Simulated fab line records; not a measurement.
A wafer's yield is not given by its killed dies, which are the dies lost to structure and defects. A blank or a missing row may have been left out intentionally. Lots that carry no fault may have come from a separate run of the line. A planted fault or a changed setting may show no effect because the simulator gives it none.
Split-lot experiment	flow berkeley-cmos170	23 wafers read across 5 lots, on a route 331 steps long

ON THE SPLIT
At UCB170_M1_METAL_ETCH_12 (etches Al in Cl2/BCl3, stops on PSG, target depth 780 nm, time 130 s), the setting time-s was moved away from the recipe's 130 s on 10 of the 23 wafers read, by -13.3% to +10.6%. All remaining wafers had this setting at the recipe value.

Reading taken at the split's own step.

THE READING
oes-product-au, in a.u., at UCB170_M1_METAL_ETCH_12 (etches Al in Cl2/BCl3, stops on PSG, target depth 780 nm, time 130 s). Fault-free wafers of this fab line usually give 0.853 a.u., standard deviation 0.013 a.u.

wafer	tool, chamber at the split	time-s as run, s	against the recipe	oes-product-au, a.u.	against lot-mates on the recipe
L075.1	rie-metal-02, 1	123	-5.4%	0.892	+0.025
L075.3	rie-metal-02, 0	123	-5.4%	0.874	+0.007
L075.4	rie-metal-02, 1	123	-5.4%	0.890	+0.023
L075.5	rie-metal-02, 1	130	recipe	0.869	-
L075.6	rie-metal-02, 0	130	recipe	0.865	-
L078.1	rie-metal-03, 0	130	recipe	0.857	-
L078.5	rie-metal-03, 0	130	recipe	0.846	-
L078.6	rie-metal-03, 1	130	recipe	0.852	-
L082.1	rie-metal-02, 0	130	recipe	0.858	-
L082.2	rie-metal-02, 1	138	+6.2%	0.857	-0.003
L082.3	rie-metal-02, 0	130	recipe	0.857	-
L082.5	rie-metal-02, 1	130	recipe	0.865	-
L082.6	rie-metal-02, 0	138	+6.2%	0.845	-0.015
L085.1	rie-metal-02, 0	112.7	-13.3%	0.930	+0.056
L085.2	rie-metal-02, 1	130	recipe	0.874	-
L085.4	rie-metal-02, 0	130	recipe	0.867	-
L085.5	rie-metal-02, 0	130	recipe	0.881	-
L085.6	rie-metal-02, 1	112.7	-13.3%	0.955	+0.081
L084.1	rie-metal-03, 1	130	recipe	0.843	-
L084.2	rie-metal-03, 0	130	recipe	0.847	-
L084.3	rie-metal-03, 0	143.8	+10.6%	0.793	-0.052
L084.4	rie-metal-03, 1	143.8	+10.6%	0.803	-0.042
L084.6	rie-metal-03, 0	143.8	+10.6%	0.805	-0.040

THE FIT
A straight line over all 23 wafers: oes-product-au changes by -0.0054 a.u. for each +1% of time-s; r = -0.94; the points scatter about the line by 0.013 a.u.
The same after taking each lot's own level away (the mean of its wafers on the recipe; 23 wafers): -0.00428 a.u. for each +1%; r = -0.95; scatter 0.009 a.u.
The reading moves by 0.057 a.u. for the largest change in time-s, on that fit.
The span of the lots' own levels, 0.8450 to 0.8740 a.u., comes to 2.2 times the standard deviation stated above.
Hence the slope depends on the lot-to-lot level, as the two fits are not the same.
Check: for one of the wafers moved furthest among these (-13.3%), held out of the fit, the line's prediction against its lot-mates is +0.0599 a.u. Against them it came out at +0.056 a.u.
Tool readings at the split's step, against how far the setting was moved: oes-product-au r = -0.94.

OTHER SPLITS APPLIED TO THESE WAFERS
Other splits were also applied to these wafers ahead of the reading. Each is held against what the fit with the lots' levels taken away leaves over:
other split on the same wafers	wafers away from the commonest value	r with oes-product-au (lot level and that fit taken away)
UCB170_CONTACT_EXPOSE_12 dose-mj	10	+0.10
UCB170_M1_PEB_07 peb-temp-c	7	-0.17

THE WHOLE CHAIN: every reading that the file lists as answering this split, in the file's order
step	what it does	reading	change (the file's fit)	r (the file's)
UCB170_M1_METAL_ETCH_12	etches Al in Cl2/BCl3, stops on PSG, target depth 780 nm, time 130 s	oes-product-au	-0.00432 a.u. for each +1% of the setting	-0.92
UCB170_M1_METAL_ETCH_12	etches Al in Cl2/BCl3, stops on PSG, target depth 780 nm, time 130 s	KrF_of_M1_COAT_04.thk-nm (the simulator's own value, which no gauge read)	-4.45 nm for each +1% of the setting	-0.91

THE FILE'S OWN FIT
oes-product-au changes by -0.00432 a.u. for each +1% of time-s, r = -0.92.
